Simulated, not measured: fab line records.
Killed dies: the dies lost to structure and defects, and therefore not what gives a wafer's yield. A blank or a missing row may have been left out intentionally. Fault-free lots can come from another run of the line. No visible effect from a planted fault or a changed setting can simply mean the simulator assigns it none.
fab line records + flow rit_cmos
[record]
- lots = 13
- wafers = 39
- last_day = 7
route steps=202 shown M1@184
lots with no fault: from the same line, run without faults
start_h: the number of hours between the record's first day and the start of the first shown wafer of the lot + wait_h: hours since the lot's step before + " identical to the entry in the row above + L1.1+2: a row that stands for several wafers + - no value, or no start was given + * or withheld: withheld + < > ~ a bound
route shown NAME@n: a module of which the file shows steps, and the number in the route of the first + usual: the fault-free wafers' mean and standard deviation + same: alike in all rows + chamber/n: place in a boat + sites: the reading at each site + _std_site: standard deviation of those values + _edge_site: outer sites' mean less inner sites' + radius_mm: how far each site lies from the wafer's centre + mask NAME#n: copy n + behind: the most recent tool/chamber to have shaped the wafer + hold: what put the lot on hold/how long, in hours/how the hold closed + device: the n, p or np transistor that did not switch + end of line: the route-end tests of the same wafers + a step with no rows: only its recipe + killed: dies that structure and defects cost at the first sort, which is not the same as the wafer's yield + map: per-die view of a wafer (x killed, . not killed, _ where there is no die)
set.NAME: the setting the step ran with; set.NAME@STEP: the setting that earlier step ran with + model.NAME: the simulator's own value behind a step, which no gauge read
one table for each step of the route and one row for each wafer, over a sample of lots
services: a tool's chamber out of use, with start hour (start_h, from the record's first day; less than 0 if before it), hours out, and reason
[[steps]]
[step RIT_M1_SPUTTER_00]
[recipe]
- material = Al
- target_thk_nm = 400
- power_w = 2000
- chamber_pressure_pa = 0.4
- gas = Ar
- time_s = 500
- substrate_temp_c = 25
[usual]
- throttle_valve_pct = 30.5/1
| lot.wafer | tool           | chamber | start_h | wait_h | throttle_valve_pct |
|-----------|----------------|---------|---------|--------|--------------------|
| L677.1    | pvd_sputter-04 | -       | 54.06   | 0.0    | 29.2               |
| L677.2    | "              | -       | "       | "      | 30.9               |
| L677.5    | "              | -       | "       | "      | 29.1               |
| L678.3    | pvd_sputter-01 | -       | 57.80   | 0.0    | 31.6               |
| L678.5    | "              | -       | "       | "      | 31.4               |
| L678.6    | "              | -       | "       | "      | 32.1               |
| L679.1    | pvd_sputter-04 | -       | 63.44   | 0.0    | 29.3               |
| L679.4    | "              | -       | "       | "      | 30.5               |
| L679.6    | "              | -       | "       | "      | 30.8               |
| L680.1    | pvd_sputter-01 | -       | 68.41   | 0.0    | 31.3               |
| L680.4    | "              | -       | "       | "      | 31.9               |
| L680.5    | "              | -       | "       | "      | 31.1               |
| L681.1    | pvd_sputter-04 | -       | 74.54   | 0.0    | 30.6               |
| L681.2    | "              | -       | "       | "      | 29.2               |
| L681.6    | "              | -       | "       | "      | 30.8               |
| L682.2    | pvd_sputter-01 | -       | 81.67   | 0.0    | 29.2               |
| L682.4    | "              | -       | "       | "      | 31.9               |
| L682.5    | "              | -       | "       | "      | 29.4               |
| L683.2    | pvd_sputter-04 | -       | 83.68   | 0.0    | 28.7               |
| L683.3    | "              | -       | "       | "      | 30.5               |
| L683.6    | "              | -       | "       | "      | 29.4               |
| L684.1    | pvd_sputter-03 | -       | 88.44   | 0.0    | 30.6               |
| L684.2    | "              | -       | "       | "      | 29.5               |
| L684.6    | "              | -       | "       | "      | 30.6               |
| L685.2    | pvd_sputter-01 | -       | 96.14   | 0.0    | 31.8               |
| L685.4    | "              | -       | "       | "      | 31.1               |
| L685.5    | "              | -       | "       | "      | 31.9               |
| L692.3    | pvd_sputter-03 | -       | 126.86  | 0.0    | 30.4               |
| L692.4    | "              | -       | "       | "      | 30.1               |
| L692.6    | "              | -       | "       | "      | 30.5               |
| L694.2    | pvd_sputter-03 | -       | 140.35  | 0.0    | 30.9               |
| L694.4    | "              | -       | "       | "      | 30.6               |
| L694.6    | "              | -       | "       | "      | 30.2               |
| L697.3    | pvd_sputter-01 | -       | 153.79  | 0.0    | 32.0               |
| L697.4    | "              | -       | "       | "      | 32.2               |
| L697.5    | "              | -       | "       | "      | 31.0               |
| L699.1    | pvd_sputter-01 | -       | 164.36  | 0.0    | 31.3               |
| L699.3    | "              | -       | "       | "      | 32.0               |
| L699.5    | "              | -       | "       | "      | 32.0               |
[step RIT_M1_RS_MEAS_01]
[recipe]
- thk_meas_gauge = four-point-probe
- reads = Al_of_M1_SPUTTER_00
[usual]
- M1_AL_RS = 0.0734/0.00078
| lot.wafer | tool          | chamber | start_h | wait_h | M1_AL_RS[ohm/sq] |
|-----------|---------------|---------|---------|--------|------------------|
| L677.1    | film_metro-04 | -       | 54.35   | 0.1    | 0.0730           |
| L677.2    | "             | -       | "       | "      | 0.0729           |
| L677.5    | "             | -       | "       | "      | 0.0731           |
| L678.3    | film_metro-04 | -       | 58.13   | 0.2    | 0.0741           |
| L678.5    | "             | -       | "       | "      | 0.0739           |
| L678.6    | "             | -       | "       | "      | 0.0743           |
| L679.1    | film_metro-02 | -       | 63.73   | 0.1    | 0.0733           |
| L679.4    | "             | -       | "       | "      | 0.0738           |
| L679.6    | "             | -       | "       | "      | 0.0725           |
| L680.1    | film_metro-02 | -       | 68.70   | 0.1    | 0.0735           |
| L680.4    | "             | -       | "       | "      | 0.0730           |
| L680.5    | "             | -       | "       | "      | 0.0741           |
| L681.1    | film_metro-04 | -       | 74.83   | 0.1    | 0.0727           |
| L681.2    | "             | -       | "       | "      | 0.0734           |
| L681.6    | "             | -       | "       | "      | 0.0721           |
| L682.2    | film_metro-01 | -       | 81.99   | 0.2    | 0.0744           |
| L682.4    | "             | -       | "       | "      | 0.0745           |
| L682.5    | "             | -       | "       | "      | 0.0739           |
| L683.2    | film_metro-04 | -       | 84.00   | 0.2    | 0.0738           |
| L683.3    | "             | -       | "       | "      | 0.0735           |
| L683.6    | "             | -       | "       | "      | 0.0733           |
| L684.1    | film_metro-02 | -       | 88.73   | 0.1    | 0.0730           |
| L684.2    | "             | -       | "       | "      | 0.0727           |
| L684.6    | "             | -       | "       | "      | 0.0728           |
| L685.2    | film_metro-04 | -       | 96.45   | 0.2    | 0.0735           |
| L685.4    | "             | -       | "       | "      | 0.0745           |
| L685.5    | "             | -       | "       | "      | 0.0737           |
| L692.3    | film_metro-04 | -       | 127.20  | 0.2    | 0.0782           |
| L692.4    | "             | -       | "       | "      | 0.0741           |
| L692.6    | "             | -       | "       | "      | 0.0785           |
| L694.2    | film_metro-02 | -       | 140.66  | 0.2    | 0.0736           |
| L694.4    | "             | -       | "       | "      | 0.0792           |
| L694.6    | "             | -       | "       | "      | 0.0748           |
| L697.3    | film_metro-04 | -       | 154.12  | 0.2    | 0.0708           |
| L697.4    | "             | -       | "       | "      | 0.0713           |
| L697.5    | "             | -       | "       | "      | 0.0713           |
| L699.1    | film_metro-04 | -       | 164.65  | 0.1    | 0.0738           |
| L699.3    | "             | -       | "       | "      | 0.0735           |
| L699.5    | "             | -       | "       | "      | 0.0730           |
[step RIT_M1_THK_MEAS_02]
[recipe]
- thk_meas_gauge = xrf
- reads = Al_of_M1_SPUTTER_00
[usual]
- M1_AL_THK = 399/4.5
| lot.wafer | tool          | chamber | start_h | wait_h | M1_AL_THK[nm] |
|-----------|---------------|---------|---------|--------|---------------|
| L677.1    | film_metro-04 | -       | 54.47   | 0.1    | 403           |
| L677.2    | "             | -       | "       | "      | 400           |
| L677.5    | "             | -       | "       | "      | 400           |
| L678.3    | film_metro-04 | -       | 58.23   | 0.1    | 395           |
| L678.5    | "             | -       | "       | "      | 393           |
| L678.6    | "             | -       | "       | "      | 394           |
| L679.1    | film_metro-02 | -       | 63.85   | 0.1    | 400           |
| L679.4    | "             | -       | "       | "      | 396           |
| L679.6    | "             | -       | "       | "      | 405           |
| L680.1    | film_metro-02 | -       | 68.82   | 0.1    | 400           |
| L680.4    | "             | -       | "       | "      | 402           |
| L680.5    | "             | -       | "       | "      | 397           |
| L681.1    | film_metro-04 | -       | 74.95   | 0.1    | 403           |
| L681.2    | "             | -       | "       | "      | 401           |
| L681.6    | "             | -       | "       | "      | 409           |
| L682.2    | film_metro-01 | -       | 82.10   | 0.1    | 394           |
| L682.4    | "             | -       | "       | "      | 393           |
| L682.5    | "             | -       | "       | "      | 398           |
| L683.2    | film_metro-04 | -       | 84.11   | 0.1    | 398           |
| L683.3    | "             | -       | "       | "      | 398           |
| L683.6    | "             | -       | "       | "      | 402           |
| L684.1    | film_metro-02 | -       | 88.85   | 0.1    | 401           |
| L684.2    | "             | -       | "       | "      | 404           |
| L684.6    | "             | -       | "       | "      | 402           |
| L685.2    | film_metro-04 | -       | 96.56   | 0.1    | 397           |
| L685.4    | "             | -       | "       | "      | 395           |
| L685.5    | "             | -       | "       | "      | 398           |
| L692.3    | film_metro-04 | -       | 127.30  | 0.1    | 377           |
| L692.4    | "             | -       | "       | "      | 398           |
| L692.6    | "             | -       | "       | "      | 375           |
| L694.2    | film_metro-02 | -       | 140.77  | 0.1    | 397           |
| L694.4    | "             | -       | "       | "      | 373           |
| L694.6    | "             | -       | "       | "      | 391           |
| L697.3    | film_metro-04 | -       | 154.22  | 0.1    | 413           |
| L697.4    | "             | -       | "       | "      | 408           |
| L697.5    | "             | -       | "       | "      | 411           |
| L699.1    | film_metro-04 | -       | 164.77  | 0.1    | 395           |
| L699.3    | "             | -       | "       | "      | 398           |
| L699.5    | "             | -       | "       | "      | 401           |
[step RIT_M1_METAL_ETCH_12]
[recipe]
- stop_on = SiO2
- chemistry = Cl2/BCl3
- target = Al
- time_s = 165
- over_etch_frac = 0.5
- pressure_mtorr = 100
- target_depth_a = 6000
- rf_w = 250
- Cl2_flow_sccm = 60
- bcl3_flow_sccm = 50
[usual]
- drypump_motor_current_A = 5.6/0.61
- oes_product_au = 0.769/0.01
- throttle_valve_pct = 8.32/0.067
[same]
- over_etch_frac = 0.5
| lot.wafer | tool         | chamber | start_h | wait_h | drypump_motor_current_A | oes_product_au | rf_hours_counter_h | throttle_valve_pct |
|-----------|--------------|---------|---------|--------|-------------------------|----------------|--------------------|--------------------|
| L677.1    | rie_metal-04 | 0       | 55.95   | 0.2    | 5.3                     | 0.781          | 6.5                | 8.45               |
| L677.2    | "            | 1       | "       | "      | 5.1                     | 0.757          | 2.2                | 8.31               |
| L677.5    | "            | 0       | "       | "      | 5.3                     | 0.783          | -                  | 8.44               |
| L678.3    | rie_metal-02 | 1       | 59.74   | 0.2    | 5.4                     | 0.747          | -                  | 8.25               |
| L678.5    | "            | 0       | "       | "      | 5.1                     | 0.761          | -                  | 8.28               |
| L678.6    | "            | 1       | "       | "      | 5.4                     | 0.752          | -                  | 8.24               |
| L679.1    | rie_metal-01 | 0       | 65.43   | 0.2    | 6.3                     | 0.775          | 0.6                | 8.31               |
| L679.4    | "            | 1       | "       | "      | 6.7                     | 0.765          | -                  | 8.28               |
| L679.6    | "            | 0       | "       | "      | 6.3                     | 0.780          | -                  | 8.33               |
| L680.1    | rie_metal-04 | 0       | 70.32   | 0.2    | 5.3                     | 0.780          | 6.6                | 8.44               |
| L680.4    | "            | 1       | "       | "      | 5.0                     | 0.761          | -                  | 8.32               |
| L680.5    | "            | 0       | "       | "      | 5.3                     | 0.772          | -                  | 8.46               |
| L681.1    | rie_metal-02 | 0       | 76.30   | 0.2    | 5.1                     | 0.766          | 2.5                | 8.28               |
| L681.2    | "            | 1       | "       | "      | 5.4                     | 0.757          | 2.9                | 8.25               |
| L681.6    | "            | 1       | "       | "      | 5.5                     | 0.761          | -                  | 8.24               |
| L682.2    | rie_metal-01 | 1       | 83.93   | 0.2    | 6.7                     | 0.765          | 0.7                | 8.28               |
| L682.4    | "            | 1       | "       | "      | 6.7                     | 0.770          | -                  | 8.28               |
| L682.5    | "            | 1       | "       | "      | 6.7                     | 0.765          | -                  | 8.26               |
| L683.2    | rie_metal-04 | 0       | 85.44   | 0.2    | 5.3                     | 0.766          | 6.8                | 8.44               |
| L683.3    | "            | 0       | "       | "      | 5.3                     | 0.783          | -                  | 8.43               |
| L683.6    | "            | 0       | "       | "      | 5.3                     | 0.795          | -                  | 8.47               |
| L684.1    | rie_metal-02 | 0       | 90.20   | 0.2    | 5.0                     | 0.765          | 2.7                | 8.27               |
| L684.2    | "            | 1       | "       | "      | 5.5                     | 0.762          | 3.1                | 8.25               |
| L684.6    | "            | 0       | "       | "      | 5.1                     | 0.779          | -                  | 8.28               |
| L685.2    | rie_metal-01 | 0       | 98.02   | 0.2    | 6.3                     | 0.773          | 0.9                | 8.32               |
| L685.4    | "            | 0       | "       | "      | 6.3                     | 0.771          | -                  | 8.34               |
| L685.5    | "            | 1       | "       | "      | 6.7                     | 0.778          | -                  | 8.26               |
| L692.3    | rie_metal-04 | 1       | 128.80  | 0.2    | 5.1                     | 0.732          | -                  | 8.33               |
| L692.4    | "            | 0       | "       | "      | 5.3                     | 0.769          | -                  | 8.44               |
| L692.6    | "            | 1       | "       | "      | 5.1                     | 0.728          | -                  | 8.33               |
| L694.2    | rie_metal-04 | 0       | 142.19  | 0.2    | 5.3                     | 0.783          | 7.5                | 8.43               |
| L694.4    | "            | 1       | "       | "      | 5.1                     | 0.741          | -                  | 8.33               |
| L694.6    | "            | 1       | "       | "      | 5.1                     | 0.761          | -                  | 8.34               |
| L697.3    | rie_metal-04 | 0       | 155.72  | 0.2    | 5.3                     | 0.798          | -                  | 8.43               |
| L697.4    | "            | 1       | "       | "      | 5.0                     | 0.770          | -                  | 8.32               |
| L697.5    | "            | 0       | "       | "      | 5.3                     | 0.793          | -                  | 8.43               |
| L699.1    | rie_metal-02 | 1       | 166.24  | 0.2    | 5.5                     | 0.754          | 4.0                | 8.24               |
| L699.3    | "            | 1       | "       | "      | 5.5                     | 0.758          | -                  | 8.24               |
| L699.5    | "            | 1       | "       | "      | 5.5                     | 0.755          | -                  | 8.25               |
[step RIT_M1_PROBE_99]
[usual]
- defect_limited_yield = 97.4/1.2
- killed_at_M0_to_M3 = 0.0/0.12
- killed_at_contacts = 0.1/0.27
- killed_at_front_end = 7/3.1
- killed_dies = 7/3.1
- killed_on_rim = 1.9/1.5
- killed_open = 3.6/2.3
- killed_short = 3.2/2
- sort_bin_3_pad_short = 0.1/0.22
- sort_bin_5_function = 1.5/0.87
- sort_bin_6_memory = 0.9/0.64
- sort_n_pass = 257/3.1
- sort_yield_pct = 97.4/1.2
[same]
- gross_dies = 264
- killed_at_M4_up = 0
- killed_at_back_side = 0
- killed_at_other = 0
| lot.wafer | tool      | chamber | start_h | wait_h | defect_limited_yield[%] | killed_at_M0_to_M3 | killed_at_contacts | killed_at_front_end | killed_dies | killed_on_rim | killed_open | killed_short | sort_bin_3_pad_short[%] | sort_bin_5_function[%] | sort_bin_6_memory[%] | sort_n_pass | sort_yield_pct[%] |
|-----------|-----------|---------|---------|--------|-------------------------|--------------------|--------------------|---------------------|-------------|---------------|-------------|--------------|-------------------------|------------------------|----------------------|-------------|-------------------|
| L684.1    | prober-02 | -       | 93.60   | 0.1    | 98.9                    | 0                  | 0                  | 3                   | 3           | 0             | 0           | 3            | 0.4                     | 0                      | 0.8                  | 261         | 98.9              |
| L684.2    | prober-02 | -       | 93.65   | 0.1    | 97.3                    | 0                  | 0                  | 7                   | 7           | 2             | 2           | 5            | 0.4                     | 0.8                    | 1.5                  | 257         | 97.3              |
| L684.6    | prober-02 | -       | 93.85   | 0.2    | 98.5                    | 0                  | 0                  | 4                   | 4           | 0             | 3           | 1            | 0.4                     | 1.1                    | 0                    | 260         | 98.5              |
| L685.2    | prober-01 | -       | 100.52  | 0.1    | 97.3                    | 0                  | 0                  | 7                   | 7           | 2             | 5           | 2            | 0.4                     | 1.5                    | 0.8                  | 257         | 97.3              |
| L685.4    | prober-01 | -       | 100.62  | 0.2    | 97.7                    | 0                  | 0                  | 6                   | 6           | 1             | 2           | 4            | 0                       | 1.9                    | 0.4                  | 258         | 97.7              |
| L685.5    | prober-01 | -       | 100.67  | 0.2    | 98.5                    | 0                  | 0                  | 4                   | 4           | 1             | 3           | 1            | 0                       | 1.1                    | 0.4                  | 260         | 98.5              |
| L692.6    | prober-02 | -       | 131.60  | 0.2    | 97.7                    | 0                  | 0                  | 6                   | 6           | 1             | 1           | 5            | 0                       | 1.1                    | 1.1                  | 258         | 97.7              |
| L697.3    | prober-01 | -       | 158.02  | 0.2    | 97.3                    | 0                  | 1                  | 6                   | 7           | 5             | 2           | 4            | 0                       | 1.5                    | 1.1                  | 257         | 97.3              |
| L697.4    | prober-01 | -       | 158.07  | 0.2    | 98.1                    | 0                  | 0                  | 5                   | 5           | 2             | 1           | 4            | 0                       | 1.1                    | 0.8                  | 259         | 98.1              |
| L697.5    | prober-01 | -       | 158.12  | 0.2    | 97.3                    | 0                  | 0                  | 7                   | 7           | 1             | 4           | 3            | 0                       | 0.4                    | 2.3                  | 257         | 97.3              |
// killed by level:class
L684.1 GATE:geometric_particle:short=2 FOX2:geometric_particle:short=1
L684.2 GATE:geometric_particle:short=2 SPACER:geometric_particle:short=2 FOX1:geometric_particle:open=1 REOX:geometric_particle:short=1 SILICIDE:geometric_particle:open=1
L684.6 REOX:geometric_particle:open=2 GATE:geometric_particle:open=1 REOX:geometric_particle:short=1
L685.2 GATE:geometric_particle:open=2 GATE:geometric_particle:short=2 FOX2:geometric_particle:open=1 REOX:geometric_particle:open=1 SPACER:geometric_particle:open=1
L685.4 SPACER:geometric_particle:short=3 FOX1:geometric_particle:open=1 GATE:geometric_particle:open=1 GATE:geometric_particle:short=1
L685.5 FOX2:geometric_particle:open=1 GATE:geometric_particle:open=1 GATE:geometric_particle:short=1 SPACER:geometric_particle:open=1
L692.6 SILICIDE:geometric_particle:short=3 GATE:geometric_particle:short=1 SPACER:geometric_particle:short=1 SILICIDE:geometric_particle:open=1
L697.3 REOX:geometric_particle:short=2 FOX1:geometric_particle:short=1 GATE:geometric_particle:open=1 SPACER:geometric_particle:short=1 SILICIDE:geometric_particle:open=1 CONTACT:coat_microbubble_printed=1
L697.4 FOX2:geometric_particle:short=1 GATE:geometric_particle:short=1 GATE:geometric_particle:open=1 REOX:geometric_particle:short=1 SILICIDE:geometric_particle:short=1
L697.5 GATE:geometric_particle:open=3 GATE:geometric_particle:short=2 FOX1:geometric_particle:short=1 SILICIDE:geometric_particle:open=1
[[services]]
| tool           | chamber | start_h | hours | kind   |
|----------------|---------|---------|-------|--------|
| rie_metal-02   | 1       | 52.50   | 5.2   | repair |
| pvd_sputter-04 | -       | 54.55   | 1.0   | repair |
| pvd_sputter-03 | -       | 110.27  | 1.6   | repair |
| rie_metal-01   | -       | 125.85  | 0.5   | repair |
| pvd_sputter-01 | -       | 126.03  | 1.9   | repair |
| rie_metal-01   | -       | 141.85  | 2.8   | pm     |
[[key]]
[first_sign]
- step = RIT_M1_RS_MEAS_01
- reading = M1_AL_RS
- direction = up
- sigmas = 6.7
- usual = 0.0734
- struck = 0.0786
[effect]
- step = RIT_M1_THK_MEAS_02
- reading = M1_AL_THK
- direction = down
- sigmas = 5.5
- usual = 399
- struck = 375
[effect]
- step = RIT_M1_METAL_ETCH_12
- reading = oes_product_au
- direction = down
- sigmas = 3.4
- usual = 0.769
- struck = 0.734
met_at RIT_M1_SPUTTER_00
struck_lots L692,L694
struck_wafers L692.3,L692.6,L694.4
onset_between 88.44 126.86
[fault]
- kind = site_profile_drift
- tool = pvd_sputter-03
- chamber = -
- onset_h = 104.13
- steps = RIT_M1_SPUTTER_00
- basis = fraction
- max_abs_drift = 0.12887
- slope_share_per_hr = 64.433
- site_pattern = 0,0,0,0,0,-1,-1,-1,-1
- scope = struck_wafers_only
